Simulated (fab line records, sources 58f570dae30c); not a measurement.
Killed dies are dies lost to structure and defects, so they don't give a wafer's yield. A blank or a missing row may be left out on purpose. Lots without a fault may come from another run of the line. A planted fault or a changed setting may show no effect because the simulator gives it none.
Which tool did it? | flow berkeley_cmos170 | 15 lots, 45 wafers sampled, at 5 steps of a route of 331

WHAT THE GAUGES READ, wafer by wafer
UCB170_PWELL_TW_MEAS_17.
lot  | measured    | on            | PWELL_TW
L424 | day 3 03:28 | film_metro-04 | 382.6 384.0 384.0
L425 | day 3 13:18 | film_metro-01 | 382.3 379.8 381.6
L426 | day 3 13:10 | film_metro-03 | 376.3 375.3 374.1
L427 | day 3 22:14 | film_metro-01 | 384.3 384.8 383.1
L428 | day 3 21:59 | film_metro-01 | 382.4 380.2 381.2
L429 | day 4 00:16 | film_metro-03 | 375.5 375.8 375.5
L432 | day 5 07:26 | film_metro-04 | 382.3 379.7 383.2
L434 | day 5 10:46 | film_metro-03 | 368.9 368.5 370.0
L435 | day 5 10:16 | film_metro-01 | 379.8 382.2 383.2
L437 | day 6 06:40 | film_metro-03 | 369.7 370.1 368.7
L439 | day 6 06:34 | film_metro-04 | 385.9 381.9 383.9
L438 | day 6 06:18 | film_metro-03 | 370.0 371.0 369.5
L442 | day 7 01:46 | film_metro-01 | 380.0 382.7 382.2
L443 | day 7 09:48 | film_metro-03 | 373.1 377.2 375.4
L445 | day 7 18:27 | film_metro-01 | 379.1 382.3 381.0

UCB170_ACTIVE_CD_MEAS_13: target cd 1200 nm.
lot  | measured    | on        | cd_nm (nm)
L424 | day 4 07:04 | cd_sem-02 | 1198.9 1197.8 1198.8
L425 | day 4 16:53 | cd_sem-01 | 1200.9 1199.9 1201.1
L426 | day 4 16:36 | cd_sem-02 | 1200.5 1200.8 1201.9
L427 | day 5 07:46 | cd_sem-02 | 1200.3 1201.3 1200.0
L428 | day 5 07:17 | cd_sem-01 | 1199.5 1199.4 1199.1
L429 | day 5 14:05 | cd_sem-01 | 1198.8 1199.4 1197.9
L432 | day 6 08:42 | cd_sem-02 | 1200.2 1199.2 1199.7
L434 | day 6 16:44 | cd_sem-01 | 1201.9 1201.0 1201.0
L435 | day 6 16:58 | cd_sem-01 | 1200.3 1201.7 1201.2
L437 | day 7 18:28 | cd_sem-02 | 1198.1 1197.8 1197.5
L439 | day 7 13:52 | cd_sem-02 | 1201.6 1200.7 1200.8
L438 | day 7 14:10 | cd_sem-02 | 1198.5 1200.9 1199.4
L442 | day 8 10:40 | cd_sem-02 | 1202.3 1201.5 1201.5
L443 | day 8 15:31 | cd_sem-01 | 1204.8 1203.2 1202.2
L445 | day 8 22:07 | cd_sem-02 | 1197.5 1199.7 1198.5

UCB170_SDANNEAL_RS_MEAS_02: measures by four-point-probe.
lot  | measured     | on            | PSD_RS (ohm/sq)
L424 | day 6 22:50  | film_metro-02 | 75.72 75.61 75.62
L425 | day 7 08:26  | film_metro-02 | 75.12 75.10 74.89
L426 | day 7 07:48  | film_metro-02 | 75.67 75.70 76.14
L427 | day 7 22:12  | film_metro-03 | 75.26 75.94 75.93
L428 | day 7 22:12  | film_metro-02 | 75.59 75.47 75.67
L429 | day 8 07:44  | film_metro-01 | 75.62 75.13 75.39
L432 | day 9 05:22  | film_metro-03 | 75.57 75.68 75.58
L434 | day 9 14:25  | film_metro-01 | 75.60 76.13 76.03
L435 | day 9 14:13  | film_metro-03 | 75.68 75.74 75.59
L437 | day 10 10:58 | film_metro-02 | 75.36 75.75 75.59
L439 | day 10 06:37 | film_metro-02 | 75.60 75.42 75.27
L438 | day 10 06:44 | film_metro-01 | 75.53 75.79 75.61
L442 | day 11 08:32 | film_metro-01 | 75.17 75.42 75.21
L443 | day 11 08:50 | film_metro-03 | 75.57 75.85 75.49
L445 | day 11 13:09 | film_metro-03 | 76.28 75.98 76.40

WHICH TOOL RAN EACH LOT (tool, then ch and the chambers of the sampled wafers, then the start)
lot  | UCB170_ZERO_ETCH_06               | UCB170_PWELL_IMPLANT_15
L424 | rie_diel-03 ch 1,2, day 1 23:59   | implanter-01 ch 0, day 3 03:14
L425 | rie_diel-02 ch 1,2,3, day 2 07:50 | implanter-04 ch 0, day 3 13:05
L426 | rie_diel-01 ch 0,1,2, day 2 07:57 | implanter-03 ch 0, day 3 12:55
L427 | rie_diel-02 ch 1,2,3, day 2 16:20 | implanter-04 ch 0, day 3 21:57
L428 | rie_diel-01 ch 1,2,3, day 2 18:11 | implanter-01 ch 0, day 3 21:44
L429 | rie_diel-02 ch 0,1,3, day 2 22:01 | implanter-03 ch 0, day 4 00:02
L432 | rie_diel-01 ch 0,1,3, day 3 20:43 | implanter-04 ch 0, day 5 07:11
L434 | rie_diel-02 ch 1,2,3, day 4 01:59 | implanter-01 ch 0, day 5 10:31
L435 | rie_diel-02 ch 0,1,2, day 4 06:16 | implanter-01 ch 0, day 5 10:02
L437 | rie_diel-02 ch 0,1,3, day 4 21:55 | implanter-01 ch 0, day 6 06:25
L439 | rie_diel-02 ch 2,3, day 5 03:02   | implanter-04 ch 0, day 6 06:21
L438 | rie_diel-02 ch 0,2,3, day 5 03:09 | implanter-01 ch 0, day 6 06:03
L442 | rie_diel-02 ch 0,1,2, day 5 17:23 | implanter-04 ch 0, day 7 01:31
L443 | rie_diel-03 ch 0,1,3, day 6 00:08 | implanter-04 ch 0, day 7 09:35
L445 | rie_diel-03 ch 1,2,3, day 6 08:11 | implanter-03 ch 0, day 7 18:12
- UCB170_ZERO_ETCH_06: etches SiO2 in CHF3/CF4/Ar, time 12 s.
- UCB170_PWELL_IMPLANT_15

WHAT THE TOOLS THEMSELVES READ (means of the sampled wafers that have a number; where no wafer has one, the mark that the record gives instead)
UCB170_ZERO_ETCH_06.
lot  | tool        | CHF3_flow_sccm (sccm) | drypump_motor_current_A (A) | oes_product_au (a.u.) | throttle_valve_pct (%)
L424 | rie_diel-03 | 50.03                 | 5.4                         | 0.626                 | 9.17
L425 | rie_diel-02 | 50.00                 | 5.5                         | 0.625                 | 9.11
L426 | rie_diel-01 | 49.89                 | 5.9                         | 0.624                 | 9.13
L427 | rie_diel-02 | 50.05                 | 5.5                         | 0.626                 | 9.11
L428 | rie_diel-01 | 49.96                 | 5.9                         | 0.621                 | 9.09
L429 | rie_diel-02 | 50.00                 | 5.4                         | 0.623                 | 9.13
L432 | rie_diel-01 | 50.02                 | 6.2                         | 0.622                 | 9.09
L434 | rie_diel-02 | 49.99                 | 5.5                         | 0.626                 | 9.10
L435 | rie_diel-02 | 49.93                 | 5.0                         | 0.624                 | 9.12
L437 | rie_diel-02 | 49.86                 | 5.3                         | 0.621                 | 9.13
L439 | rie_diel-02 | 50.02                 | 5.5                         | 0.625                 | 9.10
L438 | rie_diel-02 | 49.84                 | 5.4                         | 0.616                 | 9.10
L442 | rie_diel-02 | 50.03                 | 5.0                         | 0.624                 | 9.12
L443 | rie_diel-03 | 49.98                 | 5.8                         | 0.612                 | 9.11
L445 | rie_diel-03 | 49.93                 | 5.7                         | 0.623                 | 9.09

UCB170_PWELL_IMPLANT_15.
lot  | tool         | dose_ions_cm2 | faraday_current_uA
L424 | implanter-01 | 4.996e+12     | 15.9
L425 | implanter-04 | 4.992e+12     | 15.5
L426 | implanter-03 | 5.003e+12     | 15.8
L427 | implanter-04 | 5.007e+12     | 16.3
L428 | implanter-01 | 4.993e+12     | 16.1
L429 | implanter-03 | 5.001e+12     | 15.9
L432 | implanter-04 | 5.004e+12     | 16.0
L434 | implanter-01 | 4.665e+12     | 14.9
L435 | implanter-01 | 4.997e+12     | 15.7
L437 | implanter-01 | 4.662e+12     | 14.9
L439 | implanter-04 | 5.001e+12     | 16.2
L438 | implanter-01 | 4.661e+12     | 14.9
L442 | implanter-04 | 5.001e+12     | 15.8
L443 | implanter-04 | 5.003e+12     | 16.0
L445 | implanter-03 | 5.003e+12     | 16.0

THE ANSWER, worked out from the rows above alone
Rule: what is usual is taken from the lots themselves. Put in order of their means at a reading, lots are off if they are a third of the lots or fewer, leave a main group of 4 or more, and stand apart from it by a gap of 3 or more times the standard deviation of the main group's means; of several such gaps the widest counts. A main group whose means are all the same, to the digits that the tables above print for the reading, isn't used. A lot without any number at a reading at which 4 lots or more have one is off too. The other lots that the step has rows for count as sound. The gauges are gone through in route order, then the tools' own readings, and for those a lot's mean is taken as printed above. The first step at which some lot is off is used, and at that step the reading that is off furthest; a lot without a number counts as furthest.
Off: L434, L437, L438, at UCB170_PWELL_IMPLANT_15 (dose_ions_cm2). The main group: mean 5.000e+12, standard deviation 4.4e+09.
A tool fits if, at that step or a process step before it, it ran every lot that is off, and no sound lot after the first of them. One fits: implanter-01 at UCB170_PWELL_IMPLANT_15. Its last sound lot is L435 (day 5 10:02), its first lot that is off L434 (day 5 10:31): a fault that began between those two fits.
The tool's own readings at UCB170_PWELL_IMPLANT_15 bear it out: on the lots that are off they differ by more than 5 times the standard deviation of the sound lots' means. dose_ions_cm2 reads 4.663e+12 there against 5.000e+12 on the sound lots.

WHAT THE SIMULATOR HAD PUT IN
Process parameter drift: implanter-01, from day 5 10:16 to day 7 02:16, at UCB170_PWELL_IMPLANT_15. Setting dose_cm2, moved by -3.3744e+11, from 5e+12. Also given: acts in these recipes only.
Lots struck among those shown: L434, L438, L437. The rule above found the same.
